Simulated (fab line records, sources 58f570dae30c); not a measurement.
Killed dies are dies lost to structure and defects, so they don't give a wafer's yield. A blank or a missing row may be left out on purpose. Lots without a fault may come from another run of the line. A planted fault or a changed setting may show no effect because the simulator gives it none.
One fault seen from 2 desks | flow berkeley_cmos170 | each desk has only its own numbers; what lay behind them comes last

THE TOOL OWNER'S DESK: rie_diel-02
The tool's own readings at UCB170_M2_ETCH_17 (etches BARC in N2/H2): means of the sampled wafers that have a number, for each lot that ran on this tool. A lot is out of limits, marked OUT, if its mean lies more than 4 standard deviations from the usual mean; the brackets give that distance.
Columns: A = drypump_motor_current_A at UCB170_M2_ETCH_17, usual 5.6 A; B = oes_product_au at UCB170_M2_ETCH_17, usual 0.999 a.u.; C = throttle_valve_pct at UCB170_M2_ETCH_17, usual 13.27 %
lot  | first seen here | A   | B                | C
L755 | day 11 06:01    | 5.8 | 1.012            | 13.25
L757 | day 11 06:27    | 5.5 | 0.900 (-5.5) OUT | 13.30
L758 | day 12 04:02    | 6.0 | 0.738 (-15) OUT  | 13.21
L763 | day 12 09:17    | 5.5 | 0.988            | 13.29
This desk's finding: out of limits on L757, L758; first on L757, day 11 06:27 (oes_product_au at UCB170_M2_ETCH_17). In limits: L755, L763.

THE METROLOGY DESK
What the gauges read, lot by lot, whatever tool the lot ran on: means of the sampled wafers that have a number. A lot is out of limits, marked OUT, if its mean lies more than 4 standard deviations from the usual mean; the brackets give that distance.
Columns: A = cd_nm at UCB170_M2_CD_MEAS_15, usual 699.8 nm; B = M2_OVL at UCB170_M2_OVL_MEAS_16, usual 2 nm
lot  | first seen here | A     | B
L747 | day 10 00:32    | 702.5 | 5
L755 | day 11 05:55    | 698.6 | 11
L757 | day 11 06:17    | 699.4 | 0
L758 | day 12 03:55    | 700.1 | 3
L763 | day 12 09:10    | 698.8 | -9
L762 | day 12 17:42    | 701.3 | 4
This desk's finding: nothing out of limits on any of the 6 lots.

PUT TOGETHER
The tool owner's desk could have raised an alarm at day 11 06:27, on L757, L758.
The metrology desk saw nothing out of limits.
The metrology desk has L757, L758 on record, within its limits.
Of the lots named, all ran UCB170_M2_ETCH_17 on rie_diel-02.

WHAT THE SIMULATOR HAD PUT IN
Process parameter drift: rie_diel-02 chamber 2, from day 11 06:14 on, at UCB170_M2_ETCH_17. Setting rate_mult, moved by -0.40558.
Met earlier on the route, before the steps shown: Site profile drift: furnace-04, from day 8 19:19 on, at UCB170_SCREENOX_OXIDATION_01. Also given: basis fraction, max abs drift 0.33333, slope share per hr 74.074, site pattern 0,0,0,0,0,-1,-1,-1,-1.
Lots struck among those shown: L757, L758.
Hours from the fault's start to each desk's first reading out of limits: the tool owner's desk, 0.
